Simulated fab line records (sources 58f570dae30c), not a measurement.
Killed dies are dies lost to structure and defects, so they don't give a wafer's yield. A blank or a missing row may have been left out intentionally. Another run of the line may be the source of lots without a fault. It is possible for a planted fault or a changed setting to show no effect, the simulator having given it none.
A struck lot beside a sound one | flow berkeley_cmos170 | 15 out of 331 route steps
Sound: the wafers L791.1, L791.4, L791.6. The struck wafers were L811.1, L811.2, L811.3. The cause is named last.
For every step that has rows: the tool of each side, followed by ch and its chambers, followed by its first start. Under that, the readings that differ: sound wafers | struck wafers | difference of the means | sigmas: that difference in standard deviations of wafers without a fault.
alike: words and numbers the same on both sides, and readings whose means are apart by under 2 such deviations; not compared: readings that were withheld, readings missing a value for some wafer, numbers with overlapping values and no deviation given by the record, and bounds like >300 which may hide the same value.
The two part at a step that has a row with sigmas, a row that says differs or no value, or rows on one side only. When numbers do not overlap yet have no deviation, they are printed without sigmas and do not part them. Lack of a reading on every wafer of one side parts them only where that side has two or more wafers.

first, 5 steps without rows for these wafers: UCB170_NVT_COAT_01 (resist thk 900 nm); UCB170_NVT_SOFTBAKE_02 (time 60 s); UCB170_NVT_EXPOSE_03 (exposes mask PWELL, target cd 3000 nm); UCB170_NVT_PEB_04; UCB170_NVT_DEVELOP_05 (develop time 45 s).
UCB170_NVT_OVL_MEAS_06:
  struck on overlay-01, day 10 08:09; sound on overlay-01, day 5 15:54
  alike: NVT_OVL
next, for these wafers, 1 step has no rows: UCB170_NVT_IMPLANT_07.
UCB170_NVT_STRIP_08: strips in O2.
  sound on plasma_asher-01 ch 0,1, day 5 16:20; struck on plasma_asher-03 ch 0,1, day 10 08:20
  alike: drypump_motor_current_A, oes_product_au, strip_time_to_endpoint_s
  not compared: rf_hours_counter_h
UCB170_NVT_TW_MEAS_09:
  struck on film_metro-03, day 10 08:26; sound on film_metro-03, day 5 16:26
  alike: NVT_TW
then, 3 steps without rows for these wafers: UCB170_NVT_CLEAN_10 (cleans in SPM, time 600 s); UCB170_PVT_HMDS_00 (prime time 60 s); UCB170_PVT_COAT_01 (resist thk 900 nm).
UCB170_PVT_SOFTBAKE_02: time 60 s.
  sound on litho_track-01 ch 0, day 5 17:25; struck on litho_track-04 ch 0, day 10 08:59
  reading                  | sound                | struck               | difference | sigmas
  heater_power_total_W (W) | 56.84 56.82 56.83    | 58.29 58.38 58.30    | +1.49      | +32
  plate_temp_C (C)         | 129.81 129.98 129.92 | 132.38 132.87 132.65 | +2.73      | +25
then, 1 step without rows for these wafers: UCB170_PVT_EXPOSE_03 (exposes mask NWELL, target cd 3000 nm).
-- the record jumps here: 2 days lie between the struck wafers' starts before and after (it left off in module PVT and takes up again in module M3, whose first step shown is number 331 of the route) --
UCB170_M3_PROBE_99:
  record: rows for the struck wafers here (prober-02, day 12 14:11), none for the sound ones

== WHERE THEY PART ==
At UCB170_PVT_SOFTBAKE_02 first; at UCB170_M3_PROBE_99 last (within this record only).

WHY: what the simulator had put in
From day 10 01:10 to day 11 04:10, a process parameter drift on litho_track-04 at UCB170_PVT_SOFTBAKE_02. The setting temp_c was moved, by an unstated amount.
